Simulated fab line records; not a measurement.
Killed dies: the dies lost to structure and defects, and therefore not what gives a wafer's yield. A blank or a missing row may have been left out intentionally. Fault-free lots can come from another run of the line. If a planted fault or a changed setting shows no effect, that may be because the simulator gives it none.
Struck lot and sound lot, side by side + flow berkeley cmos170 + 15 out of 331 route steps
Sound: these wafers, L562.4, L562.5, L562.6. The struck wafers were L568.1, L568.4, L568.6. At the end, the cause is stated.
Per side, at each step with rows, come the tool, then ch with its chambers, and then its first start. Under that, the readings that differ: sound wafers + struck wafers + difference of the means + sigmas: that difference in standard deviations of wafers without a fault.
alike: same words and numbers on both sides, and readings whose means sit less than 2 such deviations apart. not compared: any withheld reading, any reading some wafer has no value for, any bound like >300 that may hide the same value, and any number with overlapping values for which the record gives no deviation.
Wherever a step has rows on one side only, a row that says differs or no value, or a row with sigmas, the two part there. When numbers do not overlap yet have no deviation, they are printed without sigmas and do not part them. A reading that every wafer of one side lacks parts them only if that side has two wafers or more.

UCB170_NWELL_THK_MEAS_02:
  sound: film metro-01 at day 2 02:45; struck: film metro-03 at day 3 10:55
  alike: NWELL_OXIDE_THK
then, 2 steps without rows for these wafers: UCB170_NWELL_ANNEAL_03 (time 900 s); UCB170_NWELL_CVD_04 (deposits Si3N4 from SiH2Cl2/NH3, target thk 224 nm, time 3360 s).
UCB170_NWELL_THK_MEAS_05:
  sound: film metro-01 at day 2 08:38; struck: film metro-01 at day 3 18:52
  alike: NWELL_NITRIDE_THK
then, 6 steps without rows for these wafers: UCB170_NWELL_HMDS_06 (prime time 60 s); UCB170_NWELL_COAT_07 (resist thk 900 nm); UCB170_NWELL_SOFTBAKE_08 (time 60 s); UCB170_NWELL_EXPOSE_09 (exposes mask NWELL, target cd 3000 nm); UCB170_NWELL_PEB_10; UCB170_NWELL_DEVELOP_11 (develop time 45 s).
UCB170_NWELL_OVL_MEAS_12:
  sound: overlay-01 at day 2 10:32; struck: overlay-02 at day 3 20:26
  alike: NWELL_OVL
UCB170_NWELL_ETCH_13: etches Si3N4 in CH3F/Ar/O2, stops on SiO2, target depth 246.4 nm, time 154 s.
  sound on rie diel-04 ch 0,3, day 2 10:33; struck on rie diel-03 ch 0,1,3, day 3 20:29
  alike: drypump motor current A, oes product au, throttle valve pct
  not compared: rf hours counter h
UCB170_NWELL_IMPLANT_14:
  sound on implanter-02 ch 0, day 2 10:44; struck on implanter-04 ch 0, day 3 20:35
| reading            | sound             | struck               | difference | sigmas      |
|--------------------|-------------------|----------------------|------------|-------------|
| tilt deg (degrees) | 6.987 6.994 7.005 | 10.402 10.407 10.362 | +3.395     | +99 or more |
  alike: end station pressure torr
UCB170_NWELL_STRIP_15: strips in O2.
  sound on plasma asher-01 ch 0,1, day 2 10:50; struck on plasma asher-01 ch 0,1, day 3 20:44
  alike: drypump motor current A, oes product au, strip time to endpoint s
  not compared: rf hours counter h
-- the record jumps here: 5 days lie between the struck wafers' starts before and after (it left off in module NWELL and takes up again in module M3, whose first step shown is number 331 of the route) --
UCB170_M3_PROBE_99:
  the record has rows for the struck wafers here (prober-02, day 9 08:26) and none for the sound ones

== WHERE THEY PART ==
At UCB170_NWELL_IMPLANT_14 first; at UCB170_M3_PROBE_99 last (within this record only).

WHY: what the simulator had put in
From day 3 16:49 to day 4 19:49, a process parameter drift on implanter-04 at UCB170_NWELL_IMPLANT_14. From 7, the setting tilt deg moved by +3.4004. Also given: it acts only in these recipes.
